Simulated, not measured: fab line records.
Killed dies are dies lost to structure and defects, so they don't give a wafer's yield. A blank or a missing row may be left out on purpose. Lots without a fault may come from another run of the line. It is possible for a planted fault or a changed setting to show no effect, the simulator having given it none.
Matching of chambers -- flow rit-cmos -- RIT_GATE_ETCH_19 on rie-si-02: 4 sister chambers
The step etches poly-Si in SF6/CHF3/O2, stops on SiO2, time 165 s, target depth 312.5 nm. 16 wafers are shown with their chamber, then 8 later ones without.

WAFERS PAIRED WITH THEIR CHAMBERS
wafer,chamber,drypump-motor-current-A (A),throttle-valve-pct (%),he-backside-leak-sccm (sccm)
L523.1,3,5.34,10.41,3.00
L523.3,0,5.81,10.25,3.32
L523.6,2,5.38,10.16,2.44
L525.3,1,5.60,10.24,2.82
L525.5,0,5.80,10.26,3.20
L525.6,3,5.32,10.41,3.12
L528.2,1,5.61,10.22,2.62
L528.3,3,5.33,10.40,3.02
L528.6,2,5.40,10.15,2.61
L537.3,3,5.33,10.41,3.10
L537.4,2,5.41,10.16,2.58
L537.6,2,5.42,10.14,2.52
L539.1,3,5.35,10.43,2.99
L539.3,1,5.63,10.24,2.65
L539.4,2,5.39,10.16,2.39
L541.1,1,5.55,10.25,2.97

SIGNATURES (averages over the wafers above)
reading,chamber 0,chamber 1,chamber 2,chamber 3,scatter within a chamber
drypump-motor-current-A,5.8050,5.5975,5.4000,5.3340,0.0205
throttle-valve-pct,10.2550,10.2375,10.1540,10.4120,0.0105
he-backside-leak-sccm,3.2600,2.7650,2.5080,3.0460,0.106
Rule: distance of a wafer from a chamber = root of the sum over the readings of ((wafer's reading minus chamber's mean) / reading's scatter) squared. If the next closest chamber is less than 2 further off than the closest, the wafer can't be placed; otherwise it belongs to the closest. How the scatter is found: for the shown wafers, subtract from each reading the mean of its chamber, square and add these, divide the total by (wafers less chambers), then take the root.

WAFERS WITH NO CHAMBER GIVEN
wafer,drypump-motor-current-A (A),throttle-valve-pct (%),he-backside-leak-sccm (sccm)
L541.2,5.40,10.15,2.50
L541.4,5.41,10.16,2.41
L543.2,5.33,10.43,3.05
L543.4,5.40,10.17,2.42
L543.5,5.79,10.25,2.55
L545.1,5.40,10.17,2.43
L545.4,5.56,10.23,2.48
L545.6,5.39,10.17,2.39

WHICH CHAMBER EACH ONE RAN IN
wafer,from the rows above,in truth
L541.2,2,2
L541.4,2,2
L543.2,3,3
L543.4,2,2
L543.5,0,0
L545.1,2,2
L545.4,1,1
L545.6,2,2
Correct placement for 8 of the 8. Left unplaced by these rows: 0. Number placed wrongly: 0.
